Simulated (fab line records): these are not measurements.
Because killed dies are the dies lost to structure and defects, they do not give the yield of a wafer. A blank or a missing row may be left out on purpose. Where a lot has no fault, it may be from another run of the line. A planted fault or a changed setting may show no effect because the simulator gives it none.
fab line records	flow ritCmos
record: lots: 15	wafers: 45	lastDay: 8
route steps=202 shown GATE@96 SDANNEAL@156 PSD@157 NSD@158 PLDD@159 CONTACT@176 M1@202
lots that met no fault: taken from a fault-free run of the same line
startH: start of the lot's first displayed wafer, in hours after the record's first day	waitH: hours since the lot's step before	" unchanged from the row above	L1.1+2: a single row standing in for several wafers	- either no value or no given start	* or withheld: withheld	< > ~ a bound
route shown NAME@n: names a module that has steps shown in the file, with the first one's number in the route	usual: the fault-free wafers' mean and standard deviation	same: alike in all rows	chamber/n: place in a boat	sites: the reading at each site	_std_site: standard deviation across them	_edge_site: inner sites' mean taken away from outer sites' mean	radiusMm: for every site, how far away it sits from the centre of the wafer	mask NAME#n: copy n	behind: the last tool/chamber to shape the wafer	hold: why the lot was held/for how many hours/how that ended	device: whichever transistor did not switch (one of n, p or np)	end of line: the route-end tests of the same wafers	for a step that has no rows: nothing shown but its recipe	killed: dies lost to structure and defects at the first sort, not the wafer's yield	map: the dies of a wafer, with x for killed, . for not killed, _ for no die there
set.NAME: the setting as run; set.NAME@STEP: as run at that earlier step	model.NAME: the simulator's own value behind a step, which no gauge read
the route's steps for a sample of lots (tables are steps, rows are wafers)
services: a tool's chamber out of use, with start hour (startH, from the record's first day; less than 0 if before it), hours out, and reason
== steps ==
step: RIT_GATE_STRIP_20
recipe: chemistry: O2	timeS: 180	resist: NOVOLAK	platenTempC: withheld	powerW: 500	pressureMtorr: 4000	o2FlowSccm: 4000
usual: drypumpMotorCurrentA: 5.8/0.31
lot.wafer	tool	chamber	startH	waitH	drypumpMotorCurrentA	rfHoursCounterH
L809.3	plasmaAsher-01	1	40.79	0.1	5.6	-
L809.4	"	0	"	"	6.0	-
L809.6	"	1	"	"	5.6	-
L810.2	plasmaAsher-01	1	49.00	0.1	5.6	39
L810.4	"	1	"	"	5.6	-
L810.6	"	1	"	"	5.5	-
L811.1	plasmaAsher-03	0	52.20	0.1	6.0	27
L811.3	"	0	"	"	6.0	-
L811.6	"	1	"	"	5.3	-
L813.1	plasmaAsher-02	1	63.53	0.1	5.9	42
L813.5	"	1	"	"	5.9	-
L813.6	"	0	"	"	6.2	-
L814.1	plasmaAsher-03	1	69.95	0.1	5.3	28
L814.2	"	0	"	"	6.0	28
L814.4	"	1	"	"	5.3	-
L815.2	plasmaAsher-03	0	74.42	0.1	6.0	29
L815.4	"	0	"	"	6.0	-
L815.6	"	0	"	"	6.0	-
L816.2	plasmaAsher-03	1	77.89	0.1	5.3	29
L816.3	"	0	"	"	6.0	-
L816.4	"	1	"	"	5.3	-
L817.3	plasmaAsher-03	1	86.51	0.1	5.3	-
L817.4	"	0	"	"	6.0	-
L817.5	"	1	"	"	5.3	-
L819.1	plasmaAsher-01	0	93.42	0.1	6.0	44
L819.3	"	1	"	"	5.6	-
L819.6	"	1	"	"	5.6	-
L818.3	plasmaAsher-01	1	96.05	0.1	5.5	-
L818.4	"	0	"	"	6.0	-
L818.6	"	0	"	"	6.0	-
L820.2	plasmaAsher-03	0	98.34	0.1	6.0	31
L820.3	"	1	"	"	5.3	-
L820.6	"	0	"	"	6.0	-
L822.2	plasmaAsher-01	0	108.03	0.1	6.0	45
L822.5	"	0	"	"	6.0	-
L822.6	"	1	"	"	5.6	-
L829.1	plasmaAsher-03	1	140.70	0.1	5.3	36
L829.2	"	0	"	"	6.0	36
L829.6	"	1	"	"	5.3	-
L831.1	plasmaAsher-03	0	157.53	0.1	6.0	38
L831.2	"	1	"	"	5.3	38
L831.4	"	1	"	"	5.3	-
L832.1	plasmaAsher-01	0	160.11	0.1	6.0	4
L832.2	"	1	"	"	5.6	4
L832.6	"	0	"	"	6.0	-
step: RIT_GATE_CD_MEAS_90
recipe: targetCdNm: 150
usual: cdNm: 151.1/2.5
lot.wafer	tool	chamber	startH	waitH	cdNm
L809.3	cdSem-02	-	40.95	0.1	149.2
L809.4	"	-	"	"	149.0
L809.6	"	-	"	"	149.1
L810.2	cdSem-01	-	49.19	0.1	144.0
L810.4	"	-	"	"	146.9
L810.6	"	-	"	"	143.1
L811.1	cdSem-02	-	52.38	0.1	148.9
L811.3	"	-	"	"	150.9
L811.6	"	-	"	"	149.8
L813.1	cdSem-02	-	63.70	0.1	151.5
L813.5	"	-	"	"	151.9
L813.6	"	-	"	"	151.5
L814.1	cdSem-02	-	70.12	0.1	150.8
L814.2	"	-	"	"	154.2
L814.4	"	-	"	"	152.0
L815.2	cdSem-02	-	74.61	0.1	146.9
L815.4	"	-	"	"	146.9
L815.6	"	-	"	"	148.5
L816.2	cdSem-02	-	78.09	0.1	152.6
L816.3	"	-	"	"	154.5
L816.4	"	-	"	"	153.8
L817.3	cdSem-01	-	86.66	0.1	153.5
L817.4	"	-	"	"	155.7
L817.5	"	-	"	"	154.1
L819.1	cdSem-02	-	93.59	0.1	150.7
L819.3	"	-	"	"	149.7
L819.6	"	-	"	"	148.6
L818.3	cdSem-01	-	96.20	0.1	152.6
L818.4	"	-	"	"	153.4
L818.6	"	-	"	"	152.5
L820.2	cdSem-02	-	98.54	0.1	153.8
L820.3	"	-	"	"	152.5
L820.6	"	-	"	"	153.8
L822.2	cdSem-02	-	108.23	0.1	149.7
L822.5	"	-	"	"	150.8
L822.6	"	-	"	"	153.0
L829.1	cdSem-02	-	140.87	0.1	151.9
L829.2	"	-	"	"	153.8
L829.6	"	-	"	"	154.5
L831.1	cdSem-01	-	157.71	0.1	150.8
L831.2	"	-	"	"	152.8
L831.4	"	-	"	"	153.8
L832.1	cdSem-02	-	160.28	0.1	151.6
L832.2	"	-	"	"	150.8
L832.6	"	-	"	"	153.1
step: RIT_SDANNEAL_RTA_03
recipe: tempC: 1050	timeS: 5	idleTempC: 600	rampUpCPerS: 342	rampDownCPerS: 171	coolToC: 600	ambient: N2
usual: wafer_temp_C_max: 1053.5/1.3
lot.wafer	tool	chamber	startH	waitH	wafer_temp_C_max
L809.3	rtpAnneal-02	0	54.31	0.0	1052.8
L809.4	"	0	"	"	1053.4
L809.6	"	0	"	"	1054.0
L810.2	rtpAnneal-01	0	61.80	0.0	1051.9
L810.4	"	0	"	"	1054.9
L810.6	"	0	"	"	1054.0
L811.1	rtpAnneal-02	0	66.52	0.0	1051.9
L811.3	"	0	"	"	1053.6
L811.6	"	0	"	"	1054.5
L813.1	rtpAnneal-02	0	81.43	0.0	1055.2
L813.5	"	0	"	"	1052.6
L813.6	"	0	"	"	1051.2
L814.1	rtpAnneal-01	0	87.22	0.0	1053.1
L814.2	"	0	"	"	1052.3
L814.4	"	0	"	"	1054.7
L815.2	rtpAnneal-02	0	87.34	0.0	1052.5
L815.4	"	0	"	"	1055.0
L815.6	"	0	"	"	1054.6
L816.2	rtpAnneal-01	0	90.63	0.0	1052.5
L816.3	"	0	"	"	1054.6
L816.4	"	0	"	"	1053.4
L817.3	rtpAnneal-02	0	100.59	0.0	1054.1
L817.4	"	0	"	"	1053.4
L817.5	"	0	"	"	1053.0
L819.1	rtpAnneal-01	0	106.83	0.0	1033.1
L819.3	"	0	"	"	1033.0
L819.6	"	0	"	"	1032.3
L818.3	rtpAnneal-02	0	109.29	0.0	1053.8
L818.4	"	0	"	"	1053.9
L818.6	"	0	"	"	1053.1
L820.2	rtpAnneal-01	0	111.11	0.0	1035.6
L820.3	"	0	"	"	1032.0
L820.6	"	0	"	"	1035.6
L822.2	rtpAnneal-01	0	120.45	0.0	1033.7
L822.5	"	0	"	"	1033.5
L822.6	"	0	"	"	1033.7
L829.1	rtpAnneal-02	0	157.27	0.0	1056.5
L829.2	"	0	"	"	1055.6
L829.6	"	0	"	"	1053.8
L831.1	rtpAnneal-02	0	170.64	0.0	1054.2
L831.2	"	0	"	"	1053.0
L831.4	"	0	"	"	1053.3
L832.1	rtpAnneal-01	0	174.20	0.0	1053.7
L832.2	"	0	"	"	1053.7
L832.6	"	0	"	"	1052.2
step: RIT_SDANNEAL_RS_MEAS_04
recipe: thkMeasGauge: four-point-probe
usual: PSD_RS: 115.89/0.28
lot.wafer	tool	chamber	startH	waitH	PSD_RS[ohm/sq]
L809.3	filmMetro-01	-	54.39	0.1	116.07
L809.4	"	-	"	"	116.00
L809.6	"	-	"	"	115.48
L810.2	filmMetro-01	-	61.87	0.1	115.70
L810.4	"	-	"	"	116.38
L810.6	"	-	"	"	115.78
L811.1	filmMetro-01	-	66.58	0.0	116.20
L811.3	"	-	"	"	115.93
L811.6	"	-	"	"	115.63
L813.1	filmMetro-01	-	81.48	0.0	115.54
L813.5	"	-	"	"	115.46
L813.6	"	-	"	"	115.47
L814.1	filmMetro-02	-	87.28	0.0	115.99
L814.2	"	-	"	"	116.24
L814.4	"	-	"	"	115.64
L815.2	filmMetro-01	-	87.41	0.1	116.11
L815.4	"	-	"	"	115.99
L815.6	"	-	"	"	116.16
L816.2	filmMetro-03	-	90.70	0.1	115.83
L816.3	"	-	"	"	115.92
L816.4	"	-	"	"	115.62
L817.3	filmMetro-02	-	100.67	0.1	115.82
L817.4	"	-	"	"	116.02
L817.5	"	-	"	"	115.99
L819.1	filmMetro-01	-	106.89	0.0	130.17
L819.3	"	-	"	"	130.45
L819.6	"	-	"	"	130.31
L818.3	filmMetro-03	-	109.37	0.1	116.02
L818.4	"	-	"	"	116.00
L818.6	"	-	"	"	115.83
L820.2	filmMetro-03	-	111.18	0.1	130.13
L820.3	"	-	"	"	129.87
L820.6	"	-	"	"	130.08
L822.2	filmMetro-03	-	120.52	0.1	129.97
L822.5	"	-	"	"	130.17
L822.6	"	-	"	"	130.30
L829.1	filmMetro-03	-	157.32	0.0	115.97
L829.2	"	-	"	"	116.11
L829.6	"	-	"	"	116.07
L831.1	filmMetro-02	-	170.70	0.0	115.77
L831.2	"	-	"	"	115.54
L831.4	"	-	"	"	115.61
L832.1	filmMetro-03	-	174.26	0.0	115.60
L832.2	"	-	"	"	115.43
L832.6	"	-	"	"	115.71
step: RIT_SDANNEAL_RS_MEAS_05
recipe: thkMeasGauge: four-point-probe
usual: NSD_RS: 84.5/0.32
lot.wafer	tool	chamber	startH	waitH	NSD_RS[ohm/sq]
L809.3	filmMetro-01	-	54.51	0.1	83.9
L809.4	"	-	"	"	83.8
L809.6	"	-	"	"	84.2
L810.2	filmMetro-01	-	61.99	0.1	84.3
L810.4	"	-	"	"	84.2
L810.6	"	-	"	"	84.1
L811.1	filmMetro-01	-	66.70	0.1	84.5
L811.3	"	-	"	"	84.2
L811.6	"	-	"	"	84.1
L813.1	filmMetro-01	-	81.60	0.1	84.5
L813.5	"	-	"	"	84.5
L813.6	"	-	"	"	84.4
L814.1	filmMetro-02	-	87.40	0.1	83.9
L814.2	"	-	"	"	83.9
L814.4	"	-	"	"	84.6
L815.2	filmMetro-01	-	87.53	0.1	84.5
L815.4	"	-	"	"	84.7
L815.6	"	-	"	"	84.6
L816.2	filmMetro-03	-	90.82	0.1	85.0
L816.3	"	-	"	"	84.9
L816.4	"	-	"	"	84.7
L817.3	filmMetro-02	-	100.79	0.1	84.5
L817.4	"	-	"	"	84.4
L817.5	"	-	"	"	84.4
L819.1	filmMetro-01	-	107.01	0.1	85.2
L819.3	"	-	"	"	85.0
L819.6	"	-	"	"	85.2
L818.3	filmMetro-03	-	109.49	0.1	84.7
L818.4	"	-	"	"	84.7
L818.6	"	-	"	"	84.4
L820.2	filmMetro-03	-	111.30	0.1	85.7
L820.3	"	-	"	"	85.6
L820.6	"	-	"	"	85.7
L822.2	filmMetro-03	-	120.64	0.1	85.3
L822.5	"	-	"	"	85.4
L822.6	"	-	"	"	85.5
L829.1	filmMetro-03	-	157.44	0.1	85.0
L829.2	"	-	"	"	84.9
L829.6	"	-	"	"	84.8
L831.1	filmMetro-02	-	170.82	0.1	84.8
L831.2	"	-	"	"	84.5
L831.4	"	-	"	"	84.9
L832.1	filmMetro-03	-	174.38	0.1	84.1
L832.2	"	-	"	"	84.7
L832.6	"	-	"	"	84.6
step: RIT_SDANNEAL_RS_MEAS_06
recipe: thkMeasGauge: four-point-probe
usual: PLDD_RS: 178.6/0.46
lot.wafer	tool	chamber	startH	waitH	PLDD_RS[ohm/sq]
L809.3	filmMetro-01	-	54.63	0.1	178.4
L809.4	"	-	"	"	179.2
L809.6	"	-	"	"	179.0
L810.2	filmMetro-01	-	62.11	0.1	178.4
L810.4	"	-	"	"	178.5
L810.6	"	-	"	"	178.4
L811.1	filmMetro-01	-	66.82	0.1	179.2
L811.3	"	-	"	"	179.2
L811.6	"	-	"	"	178.7
L813.1	filmMetro-01	-	81.72	0.1	178.3
L813.5	"	-	"	"	178.6
L813.6	"	-	"	"	177.8
L814.1	filmMetro-02	-	87.52	0.1	179.3
L814.2	"	-	"	"	178.8
L814.4	"	-	"	"	178.8
L815.2	filmMetro-01	-	87.65	0.1	178.8
L815.4	"	-	"	"	178.0
L815.6	"	-	"	"	178.7
L816.2	filmMetro-03	-	90.94	0.1	178.2
L816.3	"	-	"	"	178.3
L816.4	"	-	"	"	178.4
L817.3	filmMetro-02	-	100.91	0.1	178.6
L817.4	"	-	"	"	179.1
L817.5	"	-	"	"	178.9
L819.1	filmMetro-01	-	107.13	0.1	194.0
L819.3	"	-	"	"	194.7
L819.6	"	-	"	"	194.3
L818.3	filmMetro-03	-	109.61	0.1	178.8
L818.4	"	-	"	"	180.0
L818.6	"	-	"	"	178.9
L820.2	filmMetro-03	-	111.42	0.1	194.2
L820.3	"	-	"	"	194.2
L820.6	"	-	"	"	193.9
L822.2	filmMetro-03	-	120.76	0.1	194.1
L822.5	"	-	"	"	194.1
L822.6	"	-	"	"	194.1
L829.1	filmMetro-03	-	157.56	0.1	178.8
L829.2	"	-	"	"	179.3
L829.6	"	-	"	"	179.1
L831.1	filmMetro-02	-	170.94	0.1	178.4
L831.2	"	-	"	"	178.3
L831.4	"	-	"	"	178.0
L832.1	filmMetro-03	-	174.50	0.1	178.2
L832.2	"	-	"	"	178.1
L832.6	"	-	"	"	177.6
step: RIT_CONTACT_CD_MEAS_08
recipe: targetCdNm: 1000
usual: cdNm: 999.5/2.2
lot.wafer	tool	chamber	startH	waitH	cdNm
L809.3	cdSem-01	-	56.47	-	999.9
L809.4	"	-	"	"	999.3
L809.6	"	-	"	"	1000.1
L810.2	cdSem-01	-	64.11	-	995.1
L810.4	"	-	"	"	996.9
L810.6	"	-	"	"	998.7
L811.1	cdSem-01	-	68.93	-	999.0
L811.3	"	-	"	"	994.9
L811.6	"	-	"	"	998.8
L813.1	cdSem-01	-	84.00	-	996.4
L813.5	"	-	"	"	999.9
L813.6	"	-	"	"	997.3
L814.1	cdSem-01	-	89.35	-	1000.1
L814.2	"	-	"	"	998.6
L814.4	"	-	"	"	999.0
L815.2	cdSem-01	-	89.71	-	999.9
L815.4	"	-	"	"	996.4
L815.6	"	-	"	"	997.3
L816.2	cdSem-02	-	92.90	-	997.8
L816.3	"	-	"	"	998.2
L816.4	"	-	"	"	999.1
L817.3	cdSem-01	-	102.99	-	1001.4
L817.4	"	-	"	"	1001.3
L817.5	"	-	"	"	1000.6
L819.1	cdSem-01	-	109.21	-	998.7
L819.3	"	-	"	"	997.3
L819.6	"	-	"	"	999.0
L818.3	cdSem-02	-	111.64	-	1001.3
L818.4	"	-	"	"	1003.0
L818.6	"	-	"	"	1001.8
L820.2	cdSem-02	-	113.43	-	1003.5
L820.3	"	-	"	"	1002.8
L820.6	"	-	"	"	1002.1
L822.2	cdSem-02	-	122.60	-	997.9
L822.5	"	-	"	"	998.4
L822.6	"	-	"	"	1000.2
L829.1	cdSem-01	-	159.52	-	1000.0
L829.2	"	-	"	"	1003.2
L829.6	"	-	"	"	1000.7
L831.1	cdSem-02	-	173.01	-	999.3
L831.2	"	-	"	"	999.7
L831.4	"	-	"	"	999.1
L832.1	cdSem-02	-	176.47	-	999.8
L832.2	"	-	"	"	999.6
L832.6	"	-	"	"	999.8
step: RIT_M1_PROBE_99
usual: killed_at_M0_to_M3: 0.0/0.12	killedAtContacts: 0.1/0.32	killedAtFrontEnd: 6/3.1	killedDies: 7/3.2	killedOpen: 3.1/1.9	killedShort: 3.5/2.2
same: grossDies: 264	killed_at_M4_up: 0	killedAtBackSide: 0	killedAtOther: 0
lot.wafer	tool	chamber	startH	waitH	killed_at_M0_to_M3	killedAtContacts	killedAtFrontEnd	killedDies	killedOpen	killedShort
L809.3	prober-01	-	61.72	0.2	0	0	8	8	4	4
L809.4	prober-01	-	61.77	0.2	0	0	7	7	3	4
L809.6	prober-01	-	61.87	0.2	0	0	8	8	3	5
L810.2	prober-02	-	69.30	0.1	0	0	6	6	3	3
L810.4	prober-02	-	69.40	0.2	0	0	7	7	3	4
L810.6	prober-02	-	69.50	0.2	0	0	8	8	4	4
L811.1	prober-01	-	74.09	0.1	0	0	7	7	2	5
L811.3	prober-01	-	74.19	0.2	0	0	0	0	0	0
L811.6	prober-01	-	74.34	0.2	0	0	2	2	1	1
L813.1	prober-02	-	89.63	0.1	0	0	2	2	2	0
L813.5	prober-02	-	89.83	0.2	0	1	10	11	4	7
L813.6	prober-02	-	89.88	0.2	0	0	4	4	1	3
L814.1	prober-01	-	94.56	0.1	0	0	7	7	5	2
L814.2	prober-01	-	94.61	0.1	0	0	5	5	4	1
L814.4	prober-01	-	94.71	0.2	0	0	3	3	0	3
L815.2	prober-02	-	96.11	0.1	0	0	4	4	3	1
L815.4	prober-02	-	96.21	0.2	0	0	8	8	5	3
L815.6	prober-02	-	96.31	0.2	0	0	2	2	1	1
L816.2	prober-01	-	98.25	0.1	0	0	6	6	4	2
L816.3	prober-01	-	98.30	0.2	0	0	7	7	3	4
L816.4	prober-01	-	98.35	0.2	0	0	5	5	3	2
L817.3	prober-02	-	108.38	0.2	0	1	11	12	9	3
L817.4	prober-02	-	108.43	0.2	0	0	10	10	6	4
L817.5	prober-02	-	108.48	0.2	0	0	14	14	6	8
L819.1	prober-01	-	115.24	0.1	0	0	8	8	5	3
L819.3	prober-01	-	115.34	0.2	0	0	8	8	4	4
L819.6	prober-01	-	115.49	0.2	0	0	3	3	2	1
L818.3	prober-02	-	117.41	0.2	0	0	7	7	2	5
L818.4	prober-02	-	117.46	0.2	0	0	4	4	4	0
L818.6	prober-02	-	117.56	0.2	0	1	6	7	4	3
L820.2	prober-01	-	118.86	0.1	0	0	4	4	1	3
L820.3	prober-01	-	118.91	0.2	0	0	6	6	4	2
L820.6	prober-01	-	119.06	0.2	0	0	13	13	5	8
L822.2	prober-01	-	128.05	0.1	0	0	8	8	6	2
L822.5	prober-01	-	128.20	0.2	0	0	7	7	1	6
L822.6	prober-01	-	128.25	0.2	0	0	3	3	3	0
L829.1	prober-02	-	164.82	0.1	0	0	9	9	5	4
L829.2	prober-02	-	164.87	0.1	0	1	10	11	6	5
L829.6	prober-02	-	165.07	0.2	0	0	10	10	3	7
L831.1	prober-01	-	178.33	0.1	0	0	7	7	2	5
L831.2	prober-01	-	178.38	0.1	0	0	10	10	5	5
L831.4	prober-01	-	178.48	0.2	0	0	3	3	1	2
L832.1	prober-02	-	182.21	0.1	0	0	6	6	5	1
L832.2	prober-02	-	182.26	0.1	1	1	8	10	3	6
L832.6	prober-02	-	182.46	0.2	0	0	6	6	1	4
killed by level:class
L809.3 GATE:geometricParticle:open=3 GATE:geometricParticle:short=2 SILICIDE:geometricParticle:short=2 FOX1:geometricParticle:open=1
L809.4 GATE:geometricParticle:short=4 GATE:geometricParticle:open=3
L809.6 GATE:geometricParticle:short=4 REOX:geometricParticle:open=2 GATE:geometricParticle:open=1 REOX:geometricParticle:short=1
L810.2 GATE:geometricParticle:short=2 GATE:geometricParticle:open=1 REOX:geometricParticle:open=1 REOX:geometricParticle:short=1 SILICIDE:geometricParticle:open=1
L810.4 GATE:geometricParticle:short=2 FOX1:geometricParticle:open=1 GATE:geometricParticle:open=1 REOX:geometricParticle:short=1 SPACER:geometricParticle:short=1 SPACER:geometricParticle:open=1
L810.6 FOX1:geometricParticle:open=2 SPACER:geometricParticle:short=2 FOX1:geometricParticle:short=1 FOX2:geometricParticle:open=1 GATE:geometricParticle:open=1 REOX:geometricParticle:short=1
L811.1 GATE:geometricParticle:short=3 REOX:geometricParticle:short=2 FOX1:geometricParticle:open=1 GATE:geometricParticle:open=1
L811.6 REOX:geometricParticle:open=1 SILICIDE:geometricParticle:short=1
L813.1 FOX2:geometricParticle:open=1 GATE:geometricParticle:open=1
L813.5 FOX1:geometricParticle:open=2 FOX1:geometricParticle:short=2 SPACER:geometricParticle:short=2 FOX2:geometricParticle:open=1 GATE:geometricParticle:short=1 SPACER:geometricParticle:open=1 SILICIDE:geometricParticle:short=1 CONTACT:geometricParticle:short=1
L813.6 GATE:geometricParticle:short=2 SPACER:geometricParticle:open=1 SILICIDE:geometricParticle:short=1
L814.1 REOX:geometricParticle:open=4 GATE:geometricParticle:short=1 SPACER:geometricParticle:short=1 SPACER:geometricParticle:open=1
L814.2 REOX:geometricParticle:open=3 GATE:geometricParticle:open=1 REOX:geometricParticle:short=1
L814.4 FOX1:geometricParticle:short=1 GATE:geometricParticle:short=1 REOX:geometricParticle:short=1
L815.2 FOX1:geometricParticle:open=2 GATE:geometricParticle:open=1 SPACER:geometricParticle:short=1
L815.4 FOX1:geometricParticle:open=2 GATE:geometricParticle:open=2 FOX1:geometricParticle:short=1 GATE:geometricParticle:short=1 REOX:geometricParticle:open=1 SILICIDE:geometricParticle:short=1
L815.6 GATE:geometricParticle:short=1 SPACER:geometricParticle:open=1
L816.2 SILICIDE:geometricParticle:open=2 FOX1:geometricParticle:short=1 FOX1:geometricParticle:open=1 GATE:geometricParticle:open=1 GATE:geometricParticle:short=1
L816.3 FOX1:geometricParticle:short=3 GATE:geometricParticle:open=2 GATE:geometricParticle:short=1 SILICIDE:geometricParticle:open=1
L816.4 FOX1:geometricParticle:open=1 GATE:geometricParticle:short=1 GATE:geometricParticle:open=1 REOX:geometricParticle:short=1 SPACER:geometricParticle:open=1
L817.3 SPACER:geometricParticle:open=3 FOX1:geometricParticle:open=2 FOX2:geometricParticle:open=2 FOX1:geometricParticle:short=1 GATE:geometricParticle:open=1 REOX:geometricParticle:short=1 SILICIDE:geometricParticle:short=1 CONTACT:geometricParticle:open=1
L817.4 GATE:geometricParticle:short=4 GATE:geometricParticle:open=3 SPACER:geometricParticle:open=2 SILICIDE:geometricParticle:open=1
L817.5 FOX1:geometricParticle:short=2 FOX1:geometricParticle:open=2 GATE:geometricParticle:open=2 GATE:geometricParticle:short=2 SPACER:geometricParticle:short=2 SILICIDE:geometricParticle:short=2 FOX2:geometricParticle:open=1 SPACER:geometricParticle:open=1
L819.1 GATE:geometricParticle:short=3 FOX2:geometricParticle:open=2 GATE:geometricParticle:open=2 FOX1:geometricParticle:open=1
L819.3 FOX1:geometricParticle:open=2 GATE:geometricParticle:short=2 FOX1:geometricParticle:short=1 FOX2:geometricParticle:short=1 REOX:geometricParticle:open=1 SPACER:geometricParticle:open=1
L819.6 GATE:geometricParticle:open=1 REOX:geometricParticle:open=1 SPACER:geometricParticle:short=1
L818.3 SPACER:geometricParticle:short=2 FOX1:geometricParticle:short=1 FOX2:geometricParticle:open=1 REOX:geometricParticle:short=1 SPACER:geometricParticle:open=1 SILICIDE:geometricParticle:short=1
L818.4 GATE:geometricParticle:open=3 REOX:geometricParticle:open=1
L818.6 GATE:geometricParticle:short=2 GATE:geometricParticle:open=1 REOX:geometricParticle:open=1 SPACER:geometricParticle:short=1 SPACER:geometricParticle:open=1 CONTACT:geometricParticle:open=1
L820.2 FOX1:geometricParticle:short=1 GATE:geometricParticle:short=1 SILICIDE:geometricParticle:short=1 SILICIDE:geometricParticle:open=1
L820.3 SILICIDE:geometricParticle:open=2 FOX2:geometricParticle:short=1 GATE:geometricParticle:short=1 GATE:geometricParticle:open=1 SPACER:geometricParticle:open=1
L820.6 GATE:geometricParticle:open=3 FOX2:geometricParticle:short=2 GATE:geometricParticle:short=2 REOX:geometricParticle:short=2 REOX:geometricParticle:open=2 FOX1:geometricParticle:short=1 SILICIDE:geometricParticle:short=1
L822.2 GATE:geometricParticle:open=3 REOX:geometricParticle:short=2 FOX1:geometricParticle:open=1 FOX2:geometricParticle:open=1 REOX:geometricParticle:open=1
L822.5 FOX1:geometricParticle:short=2 SPACER:geometricParticle:short=2 GATE:geometricParticle:short=1 GATE:geometricParticle:open=1 REOX:geometricParticle:short=1
L822.6 GATE:geometricParticle:open=1 REOX:geometricParticle:open=1 SILICIDE:geometricParticle:open=1
L829.1 GATE:geometricParticle:short=2 GATE:geometricParticle:open=2 SPACER:geometricParticle:open=2 FOX1:geometricParticle:short=1 FOX1:geometricParticle:open=1 SILICIDE:geometricParticle:short=1
L829.2 GATE:geometricParticle:open=3 SPACER:geometricParticle:short=2 SILICIDE:geometricParticle:short=2 FOX1:geometricParticle:open=1 GATE:geometricParticle:short=1 SILICIDE:geometricParticle:open=1 CONTACT:geometricParticle:open=1
L829.6 GATE:geometricParticle:short=4 GATE:geometricParticle:open=1 REOX:geometricParticle:short=1 REOX:geometricParticle:open=1 SPACER:geometricParticle:short=1 SPACER:geometricParticle:open=1 SILICIDE:geometricParticle:short=1
L831.1 SILICIDE:geometricParticle:short=3 REOX:geometricParticle:short=2 GATE:geometricParticle:open=1 SILICIDE:geometricParticle:open=1
L831.2 GATE:geometricParticle:short=5 GATE:geometricParticle:open=3 REOX:geometricParticle:open=1 SPACER:geometricParticle:open=1
L831.4 GATE:geometricParticle:short=2 SPACER:geometricParticle:open=1
L832.1 GATE:geometricParticle:open=4 SILICIDE:geometricParticle:short=1 SILICIDE:geometricParticle:open=1
L832.2 SPACER:geometricParticle:short=3 FOX1:geometricParticle:short=1 FOX2:geometricParticle:short=1 SPACER:geometricParticle:open=1 SILICIDE:geometricParticle:short=1 SILICIDE:geometricParticle:open=1 CONTACT:geometricParticle:open=1 M1:coatMicrobubblePrinted=1
L832.6 GATE:geometricParticle:short=2 REOX:geometricParticle:short=1 SPACER:geometricParticle:short=1 SILICIDE:geometricParticle:open=1 NLDD:coatMicrobubblePrinted=1
== services ==
tool	chamber	startH	hours	kind
rtpAnneal-01	-	30.68	7.6	pm
plasmaAsher-01	-	43.43	1.2	repair
plasmaAsher-01	-	108.75	9.0	pm
plasmaAsher-01	0	108.75	9.0	ventCycle
plasmaAsher-01	1	108.75	9.0	ventCycle
plasmaAsher-01	0	117.75	-	clean
plasmaAsher-01	1	117.75	-	clean
plasmaAsher-03	-	173.98	4.1	repair
== key ==
firstSign: step: RIT_SDANNEAL_RTA_03	reading: wafer_temp_C_max	direction: down	sigmas: 15	usual: *	struck: *
effect: step: RIT_SDANNEAL_RS_MEAS_04	reading: PSD_RS	direction: up	sigmas: 51	usual: 115.89	struck: 130.16
effect: step: RIT_SDANNEAL_RS_MEAS_05	reading: NSD_RS	direction: up	sigmas: 2.7	usual: 84.5	struck: 85.4
effect: step: RIT_SDANNEAL_RS_MEAS_06	reading: PLDD_RS	direction: up	sigmas: 34	usual: 178.6	struck: 194.2
metAt RIT_SDANNEAL_RTA_03
struckLots L819,L820,L822
testerLeftOut L819,L820,L822
notActingAt RIT_GATE_STRIP_20,RIT_GATE_CD_MEAS_90,RIT_CONTACT_CD_MEAS_08
onsetBetween 90.63 106.83
fault: kind: processParameterDrift	tool: rtpAnneal-01	chamber: -	onsetH: 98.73	steps: RIT_SDANNEAL_RTA_03	channel: tempC	offset: *	shape: step	endH: 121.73	actsIn: *	stated: *
testerLeftOut: of these lots the tester's yield and bins aren't shown, on N5 and GAA mostly nor the transistor test; their killed dies are dies lost to structure and defects alone, not to doping, threshold or leakage, so they don't give the yield
